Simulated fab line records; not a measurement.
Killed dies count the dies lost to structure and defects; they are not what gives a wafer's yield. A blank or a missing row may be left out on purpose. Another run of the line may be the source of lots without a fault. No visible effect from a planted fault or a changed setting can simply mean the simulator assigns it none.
Split-lot experiment / flow berkeleyCmos170 / 23 wafers read across 5 lots, on a route 331 steps long

## ABOUT THE SPLIT
At UCB170_PSD_PEB_04, the setting pebTempC was moved away from the recipe's 130 C on 9 of the 23 wafers read, by -2.6% to -1.1%. For the rest of the wafers, this setting stayed at what the recipe calls for.

## FROM THE SPLIT TO THE READING: what the file shows between them, 1 step
- UCB170_PSD_DEVELOP_05: develop time 45 s

## THE READING
cdNm (nm) at UCB170_PSD_CD_MEAS_06, where the cd target is 1200 nm. Fault-free wafers of this fab line usually give 1199.4 nm, standard deviation 1.5 nm.

wafer=L077.2; tool, chamber at the split=lithoTrack-04, 0; pebTempC as run, C=130; against the recipe=recipe; cdNm, nm=1200.1; against lot-mates on the recipe=-
wafer=L077.3; tool, chamber at the split=lithoTrack-04, 0; pebTempC as run, C=126.6; against the recipe=-2.6%; cdNm, nm=1173.1; against lot-mates on the recipe=-25.5
wafer=L077.4; tool, chamber at the split=lithoTrack-04, 0; pebTempC as run, C=130; against the recipe=recipe; cdNm, nm=1197.8; against lot-mates on the recipe=-
wafer=L077.5; tool, chamber at the split=lithoTrack-04, 0; pebTempC as run, C=130; against the recipe=recipe; cdNm, nm=1197.9; against lot-mates on the recipe=-
wafer=L077.6; tool, chamber at the split=lithoTrack-04, 0; pebTempC as run, C=126.6; against the recipe=-2.6%; cdNm, nm=1174.9; against lot-mates on the recipe=-23.7
wafer=L074.1; tool, chamber at the split=lithoTrack-01, 0; pebTempC as run, C=128.6; against the recipe=-1.1%; cdNm, nm=1191.0; against lot-mates on the recipe=-10.2
wafer=L074.2; tool, chamber at the split=lithoTrack-01, 0; pebTempC as run, C=130; against the recipe=recipe; cdNm, nm=1200.6; against lot-mates on the recipe=-
wafer=L074.3; tool, chamber at the split=lithoTrack-01, 0; pebTempC as run, C=130; against the recipe=recipe; cdNm, nm=1201.7; against lot-mates on the recipe=-
wafer=L074.4; tool, chamber at the split=lithoTrack-01, 0; pebTempC as run, C=128.6; against the recipe=-1.1%; cdNm, nm=1192.0; against lot-mates on the recipe=-9.2
wafer=L074.5; tool, chamber at the split=lithoTrack-01, 0; pebTempC as run, C=128.6; against the recipe=-1.1%; cdNm, nm=1190.3; against lot-mates on the recipe=-10.9
wafer=L082.1; tool, chamber at the split=lithoTrack-02, 0; pebTempC as run, C=130; against the recipe=recipe; cdNm, nm=1199.9; against lot-mates on the recipe=-
wafer=L082.2; tool, chamber at the split=lithoTrack-02, 0; pebTempC as run, C=128.5; against the recipe=-1.2%; cdNm, nm=1187.6; against lot-mates on the recipe=-11.3
wafer=L082.3; tool, chamber at the split=lithoTrack-02, 0; pebTempC as run, C=130; against the recipe=recipe; cdNm, nm=1198.2; against lot-mates on the recipe=-
wafer=L082.4; tool, chamber at the split=lithoTrack-02, 0; pebTempC as run, C=128.5; against the recipe=-1.2%; cdNm, nm=1187.5; against lot-mates on the recipe=-11.4
wafer=L082.6; tool, chamber at the split=lithoTrack-02, 0; pebTempC as run, C=130; against the recipe=recipe; cdNm, nm=1198.6; against lot-mates on the recipe=-
wafer=L083.1; tool, chamber at the split=lithoTrack-01, 0; pebTempC as run, C=130; against the recipe=recipe; cdNm, nm=1197.4; against lot-mates on the recipe=-
wafer=L083.2; tool, chamber at the split=lithoTrack-01, 0; pebTempC as run, C=130; against the recipe=recipe; cdNm, nm=1196.0; against lot-mates on the recipe=-
wafer=L083.3; tool, chamber at the split=lithoTrack-01, 0; pebTempC as run, C=126.8; against the recipe=-2.5%; cdNm, nm=1172.5; against lot-mates on the recipe=-24.2
wafer=L083.4; tool, chamber at the split=lithoTrack-01, 0; pebTempC as run, C=126.8; against the recipe=-2.5%; cdNm, nm=1171.1; against lot-mates on the recipe=-25.6
wafer=L083.5; tool, chamber at the split=lithoTrack-01, 0; pebTempC as run, C=130; against the recipe=recipe; cdNm, nm=1196.8; against lot-mates on the recipe=-
wafer=L084.1; tool, chamber at the split=lithoTrack-02, 0; pebTempC as run, C=130; against the recipe=recipe; cdNm, nm=1197.6; against lot-mates on the recipe=-
wafer=L084.3; tool, chamber at the split=lithoTrack-02, 0; pebTempC as run, C=130; against the recipe=recipe; cdNm, nm=1198.9; against lot-mates on the recipe=-
wafer=L084.5; tool, chamber at the split=lithoTrack-02, 0; pebTempC as run, C=130; against the recipe=recipe; cdNm, nm=1199.6; against lot-mates on the recipe=-

FIT RESULTS
A straight line over all 23 wafers: cdNm changes by +9.9 nm for each +1% of pebTempC; r = +0.98; the points scatter about the line by 1.9 nm.
The same after taking each lot's own level away (the mean of its wafers on the recipe; 23 wafers): +9.72 nm for each +1%; r = +1.00; scatter 0.89 nm.
The reading moves by 25 nm for the largest change in pebTempC, on that fit.
From 1196.73 to 1201.15 nm: that is the span of the lots' own levels, equal to 2.9 times the standard deviation above.
The two slopes are in agreement: the lot-to-lot level therefore moves the slope only a little.
Check: for one of the wafers moved furthest among these (-2.6%), held out of the fit, the line's prediction against its lot-mates is -25.4 nm. It came out at -25.5 nm against them.

## FILE'S OWN FIT
cdNm changes by +9.73 nm for each +1% of pebTempC, r = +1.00.
